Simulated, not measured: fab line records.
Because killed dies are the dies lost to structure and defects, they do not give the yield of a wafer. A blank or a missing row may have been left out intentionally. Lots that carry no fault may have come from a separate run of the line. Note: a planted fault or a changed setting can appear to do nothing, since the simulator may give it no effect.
Comparing a struck lot with a sound one :: flow rit-cmos :: 28 out of 202 route steps
Sound: wafers L965.1, L965.5, L965.6. Wafers L976.2, L976.3, L976.6 were the ones struck. The cause comes at the end.
Order at every step that has rows: each side's tool, ch and its chambers, its first start. Under that, the readings that differ: sound wafers :: struck wafers :: difference of the means :: sigmas: that difference in standard deviations of wafers without a fault.
alike: same words and numbers on both sides, and readings whose means sit less than 2 such deviations apart. not compared: any withheld reading, any reading some wafer has no value for, any bound like >300 that may hide the same value, and any number with overlapping values for which the record gives no deviation.
The two part at a step that has a row with sigmas, a row that says differs or no value, or rows on one side only. Non-overlapping numbers with no deviation appear without sigmas and do not part them. Lack of a reading on every wafer of one side parts them only where that side has two or more wafers.

RIT_ACTIVE_BOW_MEAS_00:
  sound: film-metro-02 at day 2 06:00; struck: film-metro-02 at day 4 13:01
  alike: INCOMING_BOW
RIT_ACTIVE_OXIDATION_01: target thk 46.8 nm, ox time 3360 s.
  sound on furnace-02 ch 0, day 2 06:07; struck on furnace-02 ch 0, day 4 13:07
reading: spike-tc-centre-C (C)
sound: 1002.8 1001.8 1000.4
struck: 948.4 946.2 947.6
difference: -54.3
sigmas: -42

reading: spike-tc-load-C (C)
sound: 1024.7 1025.1 1022.4
struck: 971.8 969.9 970.5
difference: -53.3
sigmas: -48

reading: spike-tc-source-C (C)
sound: 1024.9 1024.3 1024.1
struck: 970.9 970.7 971.1
difference: -53.5
sigmas: -24

reading: tube-center-temp-C (C)
sound: 999.99 999.92 999.88
struck: 946.11 946.03 946.12
difference: -53.84
sigmas: -99 or more

reading: tube_center_temp_C_max
sound: 1002.7 1002.8 1002.2
struck: 950.0 948.3 948.6
difference: -53.6
sigmas: -99 or more

reading: model.SiO2_of_ACTIVE_OXIDATION_01.thk-nm (nm)
sound: 48.05 48.47 47.67
struck: 28.62 28.76 29.84
difference: -18.99
sigmas: 
RIT_ACTIVE_THK_MEAS_02:
  sound: film-metro-03 at day 2 08:03; struck: film-metro-02 at day 4 15:04
reading: ACTIVE_OXIDE_THK (nm)
sound: 48.0 48.4 47.7
struck: 28.6 28.7 29.9
difference: -19.0
sigmas: -22
then, 1 step without rows for these wafers: RIT_ACTIVE_CVD_03 (deposits Si3N4 from SiH2Cl2/NH3, target thk 150 nm, time 1500 s).
RIT_ACTIVE_THK_MEAS_04:
  sound: film-metro-03 at day 2 09:32; struck: film-metro-03 at day 4 16:32
reading: ACTIVE_NITRIDE_THK (nm)
sound: 149.1 149.7 150.7
struck: 152.5 153.3 152.1
difference: +2.8
sigmas: +2
then, 6 steps without rows for these wafers: RIT_ACTIVE_HMDS_05 (prime time 60 s); RIT_ACTIVE_COAT_06 (resist thk 1000 nm); RIT_ACTIVE_SOFTBAKE_07 (time 60 s); RIT_ACTIVE_EXPOSE_08 (exposes mask M1, target cd 1400 nm); RIT_ACTIVE_PEB_09; RIT_ACTIVE_DEVELOP_10 (develop time 50 s).
RIT_ACTIVE_CD_MEAS_11: target cd 1400 nm.
  sound: cd-sem-01 at day 2 10:26; struck: cd-sem-02 at day 4 17:28
  alike: cd-nm
then, 1 step without rows for these wafers: RIT_ACTIVE_HARDBAKE_12 (time 60 s).
RIT_ACTIVE_ETCH_13: etches Si3N4 in SF6, stops on SiO2, time 210 s, target depth 210 nm.
  sound on rie-diel-02 ch 1,2, day 2 10:48; struck on rie-diel-02 ch 0,3, day 4 17:43
  alike: drypump-motor-current-A, oes-product-au, rf-fwd-power-W, throttle-valve-pct
  not compared: rf-hours-counter-h
RIT_ACTIVE_STRIP_14: strips in O2, time 180 s.
  sound on plasma-asher-02 ch 0,1, day 2 10:56; struck on plasma-asher-03 ch 0,1, day 4 17:50
  alike: drypump-motor-current-A
  not compared: rf-hours-counter-h
RIT_ACTIVE_CD_MEAS_90: target cd 1400 nm.
  sound: cd-sem-01 at day 2 11:06; struck: cd-sem-01 at day 4 18:02
  alike: cd-nm
then, 4 steps without rows for these wafers: RIT_ACTIVE_CLEAN_15 (cleans in SC1, time 600 s); RIT_ACTIVE_CLEAN_16 (cleans in dHF, time 30 s); RIT_ACTIVE_CLEAN_17 (cleans in SC2, time 600 s); RIT_FOX1_OXIDATION_00 (target thk 350.7 nm, ox time 1130 s).
RIT_FOX1_THK_MEAS_01:
  sound: film-metro-02 at day 2 12:54; struck: film-metro-01 at day 4 19:50
  alike: FOX1_OXIDE_THK
then, 2 steps without rows for these wafers: RIT_FOX1_WET_ETCH_02 (etches SiO2 in BOE, target depth 350 nm, time 390 s); RIT_FOX2_OXIDATION_00 (target thk 350.7 nm, ox time 1130 s).
RIT_FOX2_THK_MEAS_01:
  sound: film-metro-04 at day 2 15:52; struck: film-metro-04 at day 4 21:20
  alike: FOX2_OXIDE_THK
then, 1 step without rows for these wafers: RIT_FOX2_CLEAN_02 (cleans in dHF, time 180 s).
RIT_FOX2_WET_ETCH_03: etches Si3N4 in H3PO4, target depth 195 nm, time 2700 s.
  sound on wet-bench-02 ch 1, day 2 15:59; struck on wet-bench-01 ch 0, day 4 21:26
reading: bath-heat-duty-pct (%)
sound: 36 32 31
struck: 26 27 26
difference: -7
sigmas: -2

reading: model.SiO2_of_ACTIVE_OXIDATION_01.thk-nm (nm)
sound: 40.69 41.06 42.32
struck: 24.61 25.58 26.54
difference: -15.78
sigmas: 
RIT_FOX2_THK_MEAS_90:
  sound: film-metro-01 at day 2 16:44; struck: film-metro-01 at day 4 22:13
  alike: FIELD_OXIDE_LEFT_1_THK
RIT_M1_PROBE_99:
  sound: prober-01 at day 4 06:11; struck: prober-02 at day 6 12:20
reading: model.etest.pldd.width-nm (nm)
sound: 3149 3165 3172
struck: 3307 3295 3286
difference: +134
sigmas: 

reading: model.etest.nldd.width-nm (nm)
sound: 3145 3161 3157
struck: 3289 3310 3289
difference: +142
sigmas: 

reading: model.etest.nplus-sal.width-nm (nm)
sound: 3480 3456 3454
struck: 3558 3556 3558
difference: +94
sigmas: 

reading: model.etest.pplus-sal.width-nm (nm)
sound: 3455 3457 3443
struck: 3545 3566 3547
difference: +101
sigmas: 

reading: model.etest.nmos_0p3.r-on-ohm-um
sound: 2304 2226 2230
struck: 2112 2121 2093
difference: -145
sigmas: 

reading: model.etest.nmos-narrow.drive-ua-um
sound: 215.1 218.5 216.3
struck: 271.4 266.4 264.6
difference: +50.8
sigmas: 

reading: model.etest.pmos-narrow.drive-ua-um
sound: 93.87 96.93 96.48
struck: 121.8 119 117.8
difference: +23.8
sigmas: 

reading: model.etest.nmos_0p3.drive-ua-um
sound: 214.5 215.7 215.6
struck: 239.2 234.2 236.4
difference: +21.3
sigmas: 
  alike: killed-at-contacts, killed-at-front-end, killed-dies, killed-open, killed-short

WHERE THEY PART
Last at RIT_FOX2_WET_ETCH_03 as far as this record goes, first at RIT_ACTIVE_OXIDATION_01. Later steps at which nothing parts them and some readings are alike: RIT_FOX2_THK_MEAS_90, RIT_M1_PROBE_99.

WHY: the cause the simulator had injected
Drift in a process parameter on furnace-02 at RIT_ACTIVE_OXIDATION_01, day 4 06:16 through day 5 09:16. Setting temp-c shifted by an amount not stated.
